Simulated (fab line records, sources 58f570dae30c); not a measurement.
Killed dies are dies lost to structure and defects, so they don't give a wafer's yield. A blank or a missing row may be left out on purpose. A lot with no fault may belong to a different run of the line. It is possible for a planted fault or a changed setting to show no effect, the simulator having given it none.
The tool behind it: which one? / flow berkeley_cmos170 / 14 lots, 42 wafers sampled, at 2 steps of a route of 331

WHAT THE GAUGES SHOWED, per wafer
UCB170_NLDD_CD_MEAS_06: the cd target is 1200 nm.
lot=L650; measured=day 6 06:20; on=cd_sem-02; cd_nm (nm)=1200.9 1199.7 1199.9
lot=L649; measured=day 6 06:28; on=cd_sem-01; cd_nm (nm)=1198.0 1199.4 1199.3
lot=L652; measured=day 6 10:25; on=cd_sem-02; cd_nm (nm)=1198.2 1197.1 1197.9
lot=L653; measured=day 6 18:59; on=cd_sem-02; cd_nm (nm)=1201.7 1202.3 1200.8
lot=L655; measured=day 6 19:35; on=cd_sem-02; cd_nm (nm)=1202.2 1202.5 1203.0
lot=L657; measured=day 7 11:19; on=cd_sem-01; cd_nm (nm)=1198.0 1198.7 1197.8
lot=L656; measured=day 7 12:16; on=cd_sem-02; cd_nm (nm)=1198.3 1199.5 1198.6
lot=L658; measured=day 7 18:34; on=cd_sem-02; cd_nm (nm)=1197.9 1196.7 1198.4
lot=L659; measured=day 8 06:07; on=cd_sem-01; cd_nm (nm)=1200.3 1200.4 1200.9
lot=L660; measured=day 8 06:40; on=cd_sem-01; cd_nm (nm)=1199.2 1199.6 1200.4
lot=L665; measured=day 9 09:37; on=cd_sem-02; cd_nm (nm)=1211.3 1210.7 1212.2 1211.2 1210.6 1212.2
lot=L664; measured=day 9 09:53; on=cd_sem-01; cd_nm (nm)=1209.3 1210.4 1209.6 1209.4 1210.7 1209.6
lot=L671; measured=day 10 14:05; on=cd_sem-02; cd_nm (nm)=1199.1 1197.1 1197.4
lot=L672; measured=day 11 04:48; on=cd_sem-02; cd_nm (nm)=1200.5 1199.9 1200.2

TOOL THAT RAN EACH LOT (tool first, then ch and the chambers of the sampled wafers, then the start)
lot=L650; UCB170_NLDD_PEB_04=litho_track-02 ch 0, day 6 06:04
lot=L649; UCB170_NLDD_PEB_04=litho_track-04 ch 0, day 6 06:11
lot=L652; UCB170_NLDD_PEB_04=litho_track-02 ch 0, day 6 10:08
lot=L653; UCB170_NLDD_PEB_04=litho_track-04 ch 0, day 6 18:43
lot=L655; UCB170_NLDD_PEB_04=litho_track-02 ch 0, day 6 19:16
lot=L657; UCB170_NLDD_PEB_04=litho_track-04 ch 0, day 7 11:02
lot=L656; UCB170_NLDD_PEB_04=litho_track-04 ch 0, day 7 12:00
lot=L658; UCB170_NLDD_PEB_04=litho_track-01 ch 0, day 7 18:17
lot=L659; UCB170_NLDD_PEB_04=litho_track-01 ch 0, day 8 05:50
lot=L660; UCB170_NLDD_PEB_04=litho_track-01 ch 0, day 8 06:23
lot=L665; UCB170_NLDD_PEB_04=litho_track-01 ch 0, day 9 09:21
lot=L664; UCB170_NLDD_PEB_04=litho_track-01 ch 0, day 9 09:37
lot=L671; UCB170_NLDD_PEB_04=litho_track-04 ch 0, day 10 13:49
lot=L672; UCB170_NLDD_PEB_04=litho_track-04 ch 0, day 11 04:32
- UCB170_NLDD_PEB_04

AS READ BY THE TOOLS THEMSELVES (means over the sampled wafers that have a number; for cases with no such wafer, the mark the record gives instead)
UCB170_NLDD_PEB_04.
lot=L650; tool=litho_track-02; heater_power_total_W (W)=56.80; plate_temp_C (C)=130.22; resist_line_temp_C (C)=22.92
lot=L649; tool=litho_track-04; heater_power_total_W (W)=56.83; plate_temp_C (C)=130.17; resist_line_temp_C (C)=23.09
lot=L652; tool=litho_track-02; heater_power_total_W (W)=56.82; plate_temp_C (C)=129.80; resist_line_temp_C (C)=23.16
lot=L653; tool=litho_track-04; heater_power_total_W (W)=56.82; plate_temp_C (C)=130.05; resist_line_temp_C (C)=23.08
lot=L655; tool=litho_track-02; heater_power_total_W (W)=56.79; plate_temp_C (C)=130.02; resist_line_temp_C (C)=22.87
lot=L657; tool=litho_track-04; heater_power_total_W (W)=56.76; plate_temp_C (C)=130.15; resist_line_temp_C (C)=23.00
lot=L656; tool=litho_track-04; heater_power_total_W (W)=56.83; plate_temp_C (C)=129.85; resist_line_temp_C (C)=22.99
lot=L658; tool=litho_track-01; heater_power_total_W (W)=56.80; plate_temp_C (C)=130.19; resist_line_temp_C (C)=22.91
lot=L659; tool=litho_track-01; heater_power_total_W (W)=56.81; plate_temp_C (C)=130.10; resist_line_temp_C (C)=23.06
lot=L660; tool=litho_track-01; heater_power_total_W (W)=56.80; plate_temp_C (C)=129.97; resist_line_temp_C (C)=23.05
lot=L665; tool=litho_track-01; heater_power_total_W (W)=57.73; plate_temp_C (C)=131.63; resist_line_temp_C (C)=23.04
lot=L664; tool=litho_track-01; heater_power_total_W (W)=57.74; plate_temp_C (C)=131.56; resist_line_temp_C (C)=22.93
lot=L671; tool=litho_track-04; heater_power_total_W (W)=56.80; plate_temp_C (C)=130.08; resist_line_temp_C (C)=23.02
lot=L672; tool=litho_track-04; heater_power_total_W (W)=56.80; plate_temp_C (C)=129.84; resist_line_temp_C (C)=23.12

THE ANSWER, worked out from the rows above alone
Rule: what is usual is taken from the lots themselves. The widest of any qualifying gaps counts: lots, ordered by their means at a reading, are off when they make up no more than a third of the lots, leave a main group of 4 or more, and stand apart from it by 3 or more times the standard deviation of that group's means. A main group is skipped when, at the precision printed for the reading in the tables above, its means are all equal. A lot without any number at a reading at which 4 lots or more have one is off too. Any other lot the step has rows for is counted as sound. After the gauges, taken in route order, come the tools' own readings; for these a lot's mean is taken, as printed above. At the first step where some lot is off, the reading lying furthest off is the one used; lots without a number count as furthest.
Off: L665, L664, at UCB170_NLDD_CD_MEAS_06 (cd_nm). The main group has a mean of 1199.5 nm with a standard deviation of 1.5.
A tool fits if, at a process step before that reading, it ran every lot that is off, and no sound lot after the first of them. The gauges at UCB170_NLDD_CD_MEAS_06 aren't tried: what is off there is off at UCB170_NLDD_PEB_04 too, on other tools, and a gauge's error can't cause that. One fits: litho_track-01 at UCB170_NLDD_PEB_04. A fault onset in the window from L660 (day 8 06:23, its last sound lot) to L665 (day 9 09:21, its first lot off) fits.
The tool's own readings at UCB170_NLDD_PEB_04 bear it out: on the lots that are off they differ by more than 5 times the standard deviation of the sound lots' means. heater_power_total_W reads 57.73 W there against 56.80 W on the sound lots; plate_temp_C reads 131.59 C there against 130.04 C on the sound lots.

WHAT THE SIMULATOR HAD PUT IN
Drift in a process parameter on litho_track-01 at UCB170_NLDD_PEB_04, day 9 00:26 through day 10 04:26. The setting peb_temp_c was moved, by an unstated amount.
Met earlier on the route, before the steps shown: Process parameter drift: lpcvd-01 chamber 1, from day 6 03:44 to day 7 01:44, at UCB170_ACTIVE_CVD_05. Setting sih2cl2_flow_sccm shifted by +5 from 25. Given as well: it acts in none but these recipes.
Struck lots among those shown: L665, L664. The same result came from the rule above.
